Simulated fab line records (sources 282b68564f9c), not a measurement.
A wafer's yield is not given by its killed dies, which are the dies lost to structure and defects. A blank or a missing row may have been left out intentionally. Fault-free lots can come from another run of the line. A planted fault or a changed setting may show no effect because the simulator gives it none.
Which tool is to blame? | flow rit cmos | Sampling: 7 lots, 21 wafers, 2 of 202 route steps

## WHAT THE GAUGES READ, wafer by wafer
RIT_CONTACT_THK_MEAS_01.
lot  | measured    | on            | CONTACT_TEOS_THK (nm)
L395 | day 3 09:46 | film metro-01 | 399 400 406
L397 | day 3 21:56 | film metro-04 | 400 411 410
L400 | day 4 12:11 | film metro-04 | 397 397 402
L403 | day 5 02:25 | film metro-02 | 396 432 433
L405 | day 5 19:48 | film metro-02 | 433 408 438
L412 | day 7 00:18 | film metro-01 | 407 402 407
L416 | day 7 17:13 | film metro-04 | 401 407 401

## EACH LOT AND THE TOOL THAT RAN IT (in order: tool; ch and the chambers of the sampled wafers; start)
lot  | RIT_CONTACT_CVD_00
L395 | pecvd-04 ch 1,2, day 3 09:42
L397 | pecvd-03 ch 0,2, day 3 21:52
L400 | pecvd-03 ch 0,1, day 4 12:07
L403 | pecvd-03 ch 0,2, day 5 02:22
L405 | pecvd-03 ch 0,2, day 5 19:45
L412 | pecvd-02 ch 0,1, day 7 00:14
L416 | pecvd-04 ch 0,1,2, day 7 17:10
- RIT_CONTACT_CVD_00: deposits SiO2 from TEOS, target thk 400 nm, time 61 s.

## THE ANSWER, worked out from the rows above alone
Rule: what is usual is taken from the lots themselves. The widest of any qualifying gaps counts: lots, ordered by their means at a reading, are off when they make up no more than a third of the lots, leave a main group of 4 or more, and stand apart from it by 3 or more times the standard deviation of that group's means. A main group whose means are all the same, to the digits that the tables above print for the reading, isn't used. A lot without any number at a reading at which 4 lots or more have one is off too. All remaining lots with rows at the step are treated as sound.
Off: L403, L405, at RIT_CONTACT_THK_MEAS_01 (CONTACT_TEOS_THK). The main group: mean 403 nm, standard deviation 2.9.
A tool fits if, at a process step before that reading, it ran every lot that is off, and no sound lot after the first of them. Gauges at RIT_CONTACT_THK_MEAS_01: tried the same way as those tools. Can't be told from this: 2 tools fit, pecvd-03 at RIT_CONTACT_CVD_00, film metro-02 at RIT_CONTACT_THK_MEAS_01.

## WHAT WAS PUT IN BY THE SIMULATOR
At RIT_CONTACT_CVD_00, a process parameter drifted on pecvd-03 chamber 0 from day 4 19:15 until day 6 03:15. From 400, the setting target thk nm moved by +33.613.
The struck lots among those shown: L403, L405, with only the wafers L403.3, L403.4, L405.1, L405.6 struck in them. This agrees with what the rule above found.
